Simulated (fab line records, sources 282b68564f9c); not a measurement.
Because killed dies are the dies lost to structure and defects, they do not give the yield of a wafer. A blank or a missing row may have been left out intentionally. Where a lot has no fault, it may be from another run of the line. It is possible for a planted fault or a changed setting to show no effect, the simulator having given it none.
Lot-split experiment -- flow rit-cmos -- 21 wafers read from 5 lots, route of 202 steps

== SPLIT DETAILS ==
At RIT_GATE_DEVELOP_15 (develop time 50 s), the setting dev-temp-c was moved away from the recipe's 23 C on 4 of the 21 wafers read, by -10.0% to +6.0%. The other wafers ran this setting at the recipe's value.

== FROM THE SPLIT TO THE READING: what the file shows between them, 2 steps ==
- RIT_REOX_OXIDATION_03: target thk 25.2 nm, ox time 5580 s (also split here: temp-c)
- RIT_REOX_THK_MEAS_04

== THE READING ==
etest.nmos_0p15.drive-ua-um (the simulator's own value, which no gauge read), at RIT_M1_PROBE_99. No usual value for it is given in the file. Here, 17 wafers ran the recipe; their average is 428.6 with a standard deviation of 70.

wafer,"tool, chamber at the split","dev-temp-c as run, C",against the recipe,etest.nmos_0p15.drive-ua-um,against lot-mates on the recipe
L074.2,"litho-track-01, 0",23,recipe,381.8,-
L074.3,"litho-track-01, 0",23,recipe,390.2,-
L074.4,"litho-track-01, 0",23,recipe,380.4,-
L074.5,"litho-track-01, 0",23,recipe,393.2,-
L074.6,"litho-track-01, 0",23,recipe,388.8,-
L076.2,"litho-track-01, 0",24.37,+6.0%,292.3,-33.8
L076.3,"litho-track-01, 0",23,recipe,326.1,-
L076.4,"litho-track-01, 0",23,recipe,320.8,-
L076.5,"litho-track-01, 0",23,recipe,331.5,-
L076.6,"litho-track-01, 0",24.37,+6.0%,299.2,-26.9
L081.1,"litho-track-01, 0",23,recipe,541.8,-
L081.3,"litho-track-01, 0",23,recipe,536.1,-
L081.5,"litho-track-01, 0",23,recipe,547.1,-
L083.1,"litho-track-01, 0",23,recipe,442.7,-
L083.2,"litho-track-01, 0",23,recipe,459.9,-
L083.5,"litho-track-01, 0",23,recipe,451.2,-
L085.2,"litho-track-01, 0",23,recipe,462.8,-
L085.3,"litho-track-01, 0",20.69,-10.0%,548.6,+83.8
L085.4,"litho-track-01, 0",20.69,-10.0%,535.9,+71.1
L085.5,"litho-track-01, 0",23,recipe,461.9,-
L085.6,"litho-track-01, 0",23,recipe,469.6,-

THE FIT
A straight line over all 21 wafers: etest.nmos_0p15.drive-ua-um changes by -14.4 for each +1% of dev-temp-c; r = -0.62; the points scatter about the line by 69.
The same after taking each lot's own level away (the mean of its wafers on the recipe; 21 wafers): -6.98 for each +1%; r = -0.97; scatter 6.6.
On that fit, the largest move of dev-temp-c shifts the reading by 70.
Measured against the standard deviation above, the lots' own levels, which go from 326.13 to 541.67, span 3.1 times it.
So the lot-to-lot level blurs the effect unless lot-mates are compared.
Check: +64.1 against its lot-mates is what the line predicts for one of the wafers moved furthest among these (-10.0%) when that wafer is left out of the fit. Against them it came out at +83.8.

== OTHER SPLITS APPLIED TO THESE WAFERS ==
These wafers also went through other splits before the reading. Each is held against what the fit with the lots' levels taken away leaves over:
other split on the same wafers,wafers away from the commonest value,r with etest.nmos_0p15.drive-ua-um (lot level and that fit taken away)
RIT_ACTIVE_CVD_03 sih2cl2-flow-sccm,13,-0.19
RIT_ACTIVE_COAT_06 resist-thk-nm,5,-0.03
RIT_FOX1_OXIDATION_00 ox-time-s,16,-0.01
RIT_NWELL_IMPLANT_08 energy-kev,7,+0.18
RIT_NRETRO_COAT_01 resist-thk-nm,11,+0.17
RIT_NRETRO_IMPLANT_08 energy-kev,10,-0.17
RIT_PRETRO_SOFTBAKE_02 temp-c,9,+0.14
RIT_PRETRO_IMPLANT_08 energy-kev,11,-0.08
RIT_GATE_OXIDATION_05 temp-c,16,+0.21
RIT_GATE_CVD_08 pressure-mtorr,16,-0.19
RIT_REOX_OXIDATION_03 temp-c,15,-0.01

== THE WHOLE CHAIN: every reading that the file lists as answering this split, in the file's order ==
step,what it does,reading,change (the file's fit),r (the file's)
RIT_M1_PROBE_99,,"etest.pmos_0p15.r-on-ohm-um (the simulator's own value, which no gauge read)",+43.6 for each +1% of the setting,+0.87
RIT_M1_PROBE_99,,"etest.nmos_0p3.r-on-ohm-um (the simulator's own value, which no gauge read)",+11.6 for each +1% of the setting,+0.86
RIT_M1_PROBE_99,,"etest.nmos_0p15.r-on-ohm-um (the simulator's own value, which no gauge read)",+12.6 for each +1% of the setting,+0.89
RIT_M1_PROBE_99,,"etest.nmos_0p15.drive-ua-um (the simulator's own value, which no gauge read)",-7.03 for each +1% of the setting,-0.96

== FILE'S OWN FIT ==
etest.nmos_0p15.drive-ua-um changes by -7.03 for each +1% of dev-temp-c, r = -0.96.
